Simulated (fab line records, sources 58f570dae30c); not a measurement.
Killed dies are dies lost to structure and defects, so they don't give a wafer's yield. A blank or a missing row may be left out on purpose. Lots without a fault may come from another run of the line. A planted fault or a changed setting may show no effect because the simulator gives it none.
Tool commonality check | flow berkeley_cmos170 | 14 lots, 42 wafers sampled

WHY IT WAS OPENED
At UCB170_PFIELD_TW_MEAS_09 the reading PFIELD_TW is flagged on 2 of 14 lots. Wafers without a fault read 599, standard deviation 3.7.
Rule: a lot is flagged when every wafer of it that has a number lies more than 4 standard deviations from that mean, or none has a number. The other lots count as sound.

lot  | measured     | on            | PFIELD_TW, wafer by wafer | flag
L530 | day 6 02:23  | film_metro-02 | 599 598 600               |
L532 | day 6 07:33  | film_metro-01 | 599 598 600               |
L533 | day 6 16:40  | film_metro-02 | 599 602 607               |
L537 | day 7 12:52  | film_metro-03 | 601 600 602               |
L535 | day 7 13:00  | film_metro-01 | 597 598 598               |
L536 | day 7 13:10  | film_metro-03 | 600 601 603               |
L539 | day 7 21:30  | film_metro-01 | 596 601 598               |
L538 | day 7 21:35  | film_metro-03 | 600 603 599               |
L540 | day 8 04:33  | film_metro-02 | 642 644 646               | FLAGGED
L541 | day 8 04:57  | film_metro-01 | 593 593 594               |
L544 | day 8 21:30  | film_metro-03 | 645 643 643               | FLAGGED
L542 | day 8 21:42  | film_metro-01 | 593 594 592               |
L547 | day 9 09:26  | film_metro-02 | 596 596 600               |
L548 | day 10 10:19 | film_metro-02 | 597 596 598               |
The numbers of the flagged lots are 644 on average: +45 against the usual, or +12 standard deviations.

WHICH TOOL RAN EACH LOT
The record holds 1 process step before the reading, out of a route of 331 steps. In each cell: the tool, then ch and the chambers that the sampled wafers went through, then the start.
lot  | flag    | UCB170_PFIELD_IMPLANT_07
L530 |         | implanter-02 ch 0, day 6 02:08
L532 |         | implanter-01 ch 0, day 6 07:19
L533 |         | implanter-02 ch 0, day 6 16:26
L537 |         | implanter-02 ch 0, day 7 12:38
L535 |         | implanter-02 ch 0, day 7 12:45
L536 |         | implanter-02 ch 0, day 7 12:57
L539 |         | implanter-02 ch 0, day 7 21:16
L538 |         | implanter-04 ch 0, day 7 21:20
L540 | FLAGGED | implanter-02 ch 0, day 8 04:19
L541 |         | implanter-04 ch 0, day 8 04:43
L544 | FLAGGED | implanter-02 ch 0, day 8 21:15
L542 |         | implanter-01 ch 0, day 8 21:27
L547 |         | implanter-04 ch 0, day 9 09:13
L548 |         | implanter-01 ch 0, day 10 10:04
What these steps do:
- UCB170_PFIELD_IMPLANT_07
- UCB170_PFIELD_TW_MEAS_09

FLAGGED OVER TOTAL, TOOL BY TOOL (the gauges that took the reading come last)
step                     | tool          | lots run | flagged | share of the flagged lots | sound lots run after its first flagged lot
UCB170_PFIELD_IMPLANT_07 | implanter-01  | 3        | 0       | none                      | -
UCB170_PFIELD_IMPLANT_07 | implanter-02  | 8        | 2       | all                       | 0
UCB170_PFIELD_IMPLANT_07 | implanter-04  | 3        | 0       | none                      | -
UCB170_PFIELD_TW_MEAS_09 | film_metro-01 | 5        | 0       | none                      | -
UCB170_PFIELD_TW_MEAS_09 | film_metro-02 | 5        | 1       | some                      | 2 (L547,L548)
UCB170_PFIELD_TW_MEAS_09 | film_metro-03 | 4        | 1       | some                      | 0

WHAT THE TABLE ALLOWS
1 row of the table ran every flagged lot: implanter-02 at UCB170_PFIELD_IMPLANT_07.
- implanter-02 at UCB170_PFIELD_IMPLANT_07: 2 of its 8 lots flagged. Its last sound lot is L539 (day 7 21:16), its first flagged lot L540 (day 8 04:19): a fault that began between those two fits. Its own readings lie more than 4 standard deviations out on every wafer of the flagged lots: dose_ions_cm2, faraday_current_uA.
One tool is left: implanter-02 at UCB170_PFIELD_IMPLANT_07.

WHAT THE SIMULATOR HAD PUT IN
Process parameter drift: implanter-02, from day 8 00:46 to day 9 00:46, at UCB170_PFIELD_IMPLANT_07. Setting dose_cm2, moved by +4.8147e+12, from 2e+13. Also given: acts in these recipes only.
Lots struck among those shown: L540, L544. The rule above found the same.
